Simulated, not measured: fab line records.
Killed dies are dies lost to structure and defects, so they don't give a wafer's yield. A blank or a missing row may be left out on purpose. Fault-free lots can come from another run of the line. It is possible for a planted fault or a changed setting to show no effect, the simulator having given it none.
Which tool is to blame? | flow berkeleyCmos170 | 13 lots, 39 wafers sampled, at 2 steps of a route of 331

## WHAT THE GAUGES SHOWED, per wafer
Not one reading of a measure or inspect step in the record can be checked against a usual standard deviation.

## WHAT TOOL EACH LOT RAN ON (gives the tool, then ch and the chambers of the sampled wafers, and finally the start)
lot  | UCB170_NWELL_ETCH_13             | UCB170_NWELL_STRIP_15
L733 | rieDiel-03 ch 0,3, day 2 16:01   | plasmaAsher-02 ch 0,1, day 2 16:16
L732 | rieDiel-01 ch 0,1,3, day 2 16:17 | plasmaAsher-03 ch 0,1, day 2 16:32
L731 | rieDiel-02 ch 1,2, day 2 16:42   | plasmaAsher-01 ch 0,1, day 2 16:57
L734 | rieDiel-01 ch 0,1,3, day 3 02:31 | plasmaAsher-02 ch 0,1, day 3 02:46
L736 | rieDiel-03 ch 0,2,3, day 3 14:37 | plasmaAsher-02 ch 0,1, day 3 14:52
L737 | rieDiel-03 ch 1,2,3, day 3 20:49 | plasmaAsher-02 ch 0,1, day 3 21:05
L738 | rieDiel-03 ch 0,2,3, day 3 21:25 | plasmaAsher-03 ch 0,1, day 3 21:40
L740 | rieDiel-03 ch 1,2, day 4 05:28   | plasmaAsher-01 ch 0,1, day 4 05:53
L743 | rieDiel-01 ch 1,2,3, day 5 03:03 | plasmaAsher-03 ch 0,1, day 5 03:18
L746 | rieDiel-03 ch 0,1,3, day 5 21:56 | plasmaAsher-02 ch 0,1, day 5 22:11
L748 | rieDiel-02 ch 0,3, day 5 22:03   | plasmaAsher-03 ch 0,1, day 5 22:18
L749 | rieDiel-02 ch 0,2,3, day 6 14:02 | plasmaAsher-03 ch 0,1, day 6 14:19
L753 | rieDiel-01 ch 0,1,2, day 7 02:30 | plasmaAsher-03 ch 0, day 7 02:45
- UCB170_NWELL_ETCH_13: etches Si3N4 in CH3F/Ar/O2, stops on SiO2, target depth 246.4 nm, time 154 s.
- UCB170_NWELL_STRIP_15: strips in O2.

## WHAT THE TOOLS THEMSELVES READ (means of the sampled wafers that have a number; where no wafer has one, the mark that the record gives instead)
UCB170_NWELL_ETCH_13.
lot  | tool       | drypumpMotorCurrentA (A) | oesProductAu (a.u.) | throttleValvePct (%)
L733 | rieDiel-03 | 5.9                      | 0.941               | 8.04
L732 | rieDiel-01 | 5.5                      | 0.946               | 8.13
L731 | rieDiel-02 | 5.7                      | 0.953               | 8.04
L734 | rieDiel-01 | 5.5                      | 0.942               | 8.13
L736 | rieDiel-03 | 5.9                      | 0.943               | 8.03
L737 | rieDiel-03 | 5.9                      | 0.941               | 8.00
L738 | rieDiel-03 | 5.9                      | 0.949               | 8.03
L740 | rieDiel-03 | 5.9                      | 0.937               | 7.87
L743 | rieDiel-01 | 5.7                      | 0.949               | 8.09
L746 | rieDiel-03 | 5.8                      | 0.939               | 8.02
L748 | rieDiel-02 | 5.9                      | 0.946               | 8.01
L749 | rieDiel-02 | 5.7                      | 0.945               | 8.05
L753 | rieDiel-01 | 5.5                      | 0.935               | 8.13

UCB170_NWELL_STRIP_15.
lot  | tool           | drypumpMotorCurrentA (A) | oesProductAu (a.u.) | stripTimeToEndpointS (s)
L733 | plasmaAsher-02 | 5.7                      | 0.723               | 18.08
L732 | plasmaAsher-03 | 6.2                      | 0.717               | 17.95
L731 | plasmaAsher-01 | 5.5                      | 0.719               | 18.01
L734 | plasmaAsher-02 | 5.5                      | 0.722               | 17.95
L736 | plasmaAsher-02 | 5.5                      | 0.727               | 18.12
L737 | plasmaAsher-02 | 5.7                      | 0.720               | 18.05
L738 | plasmaAsher-03 | 5.9                      | 0.723               | 18.03
L740 | plasmaAsher-01 | 5.5                      | 0.723               | 18.01
L743 | plasmaAsher-03 | 6.2                      | 0.720               | 18.02
L746 | plasmaAsher-02 | 5.5                      | 0.720               | 17.87
L748 | plasmaAsher-03 | 6.2                      | 0.718               | 17.98
L749 | plasmaAsher-03 | 6.0                      | 0.718               | 17.96
L753 | plasmaAsher-03 | 6.5                      | 0.721               | 18.05

## THE ANSWER, worked out from the rows above alone
Rule: what is usual is taken from the lots themselves. Put in order of their means at a reading, lots are off if they are a third of the lots or fewer, leave a main group of 4 or more, and stand apart from it by a gap of 3 or more times the standard deviation of the main group's means; of several such gaps the widest counts. A main group is skipped when, at the precision printed for the reading in the tables above, its means are all equal. Also off: a lot with no number at a reading for which 4 or more lots have one. The other lots that the step has rows for count as sound. First the gauges in route order, then the tools' own readings, where a lot's mean is used as printed above. At the first step where some lot is off, the reading lying furthest off is the one used; lots without a number count as furthest.
Nothing can be told from this: no lot is off at any reading shown.

## WHAT THE SIMULATOR PUT IN
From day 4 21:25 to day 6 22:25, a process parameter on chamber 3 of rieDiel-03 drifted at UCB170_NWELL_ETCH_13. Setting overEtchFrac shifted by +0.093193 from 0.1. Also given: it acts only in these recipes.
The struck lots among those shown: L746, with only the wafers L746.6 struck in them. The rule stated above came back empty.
